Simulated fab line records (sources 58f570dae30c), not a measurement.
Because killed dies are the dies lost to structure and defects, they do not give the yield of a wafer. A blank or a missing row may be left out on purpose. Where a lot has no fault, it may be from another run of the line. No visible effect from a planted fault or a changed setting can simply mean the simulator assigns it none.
2 desks looking at one fault ; flow berkeley cmos170 ; every desk sees just its own numbers, and what lay behind them comes last

## TOOL OWNER'S DESK, plasma asher-01
The tool's own readings at UCB170_V2_STRIP_15 (strips in O2): means of the sampled wafers that have a number, for each lot that ran on this tool. If a lot's mean is further than 4 standard deviations from the usual mean, the lot is out of limits and carries the mark OUT (the distance appears in the brackets).
Columns: A = drypump motor current A at UCB170_V2_STRIP_15, usual 5.8 A; B = oes product au at UCB170_V2_STRIP_15, usual 0.722 a.u.; C = strip time to endpoint s at UCB170_V2_STRIP_15, usual 15.38 s
lot;first seen here;A;B;C
L414;day 9 04:37;6.5;0.723;15.46
L423;day 11 16:02;6.4;0.721;15.48
L426;day 12 04:17;6.4;0.722;15.40
Finding of this desk: none of the 3 lots has anything out of limits.

## METROLOGY DESK
Means of the sampled wafers that have a number, per lot and without regard to the tool the lot ran on: this is what the gauges read. If a lot's mean is further than 4 standard deviations from the usual mean, the lot is out of limits and carries the mark OUT (the distance appears in the brackets). Shown here are 7 of its 11 readings, the ones lying furthest out on some lot.
Columns: A = V2_POLISHED_THK at UCB170_V2_THK_MEAS_04, usual 999.4 nm; B = cd nm at UCB170_V2_CD_MEAS_12, usual 699.8 nm; C = V2_OVL at UCB170_V2_OVL_MEAS_13, usual -1 nm; D = cd nm at UCB170_V2_CD_MEAS_90, usual 699.6 nm; E = M3_AL_RS at UCB170_M3_RS_MEAS_02, usual 0.03265 ohm/sq; F = M3_AL_THK at UCB170_M3_THK_MEAS_03, usual 888 nm; G = cd nm at UCB170_M3_CD_MEAS_90, usual 701.0 nm
lot;first seen here;A;B;C;D;E;F;G
L414;day 9 02:43;1000.3;701.6;-7;701.6;0.03218;904;698.6
L415;day 10 02:01;998.8;701.0;1;700.9;0.03251;881;701.1
L423;day 11 13:23;1000.9;700.1;-2;699.8;0.03253;891;702.8
L422;day 11 13:41;1000.2;698.1;-1;697.7;0.03233;897;704.9
L426;day 12 02:38;999.4;700.9;-1;701.0;0.03260;887;697.6
L431;day 13 11:59;998.0;699.0;-6;698.3;0.03217;908;702.5
Finding of this desk: none of the 6 lots has anything out of limits.

## PUT TOGETHER
The desk of the tool owner found nothing out of limits.
The metrology desk saw nothing out of limits.

## WHAT WAS PUT IN BY THE SIMULATOR
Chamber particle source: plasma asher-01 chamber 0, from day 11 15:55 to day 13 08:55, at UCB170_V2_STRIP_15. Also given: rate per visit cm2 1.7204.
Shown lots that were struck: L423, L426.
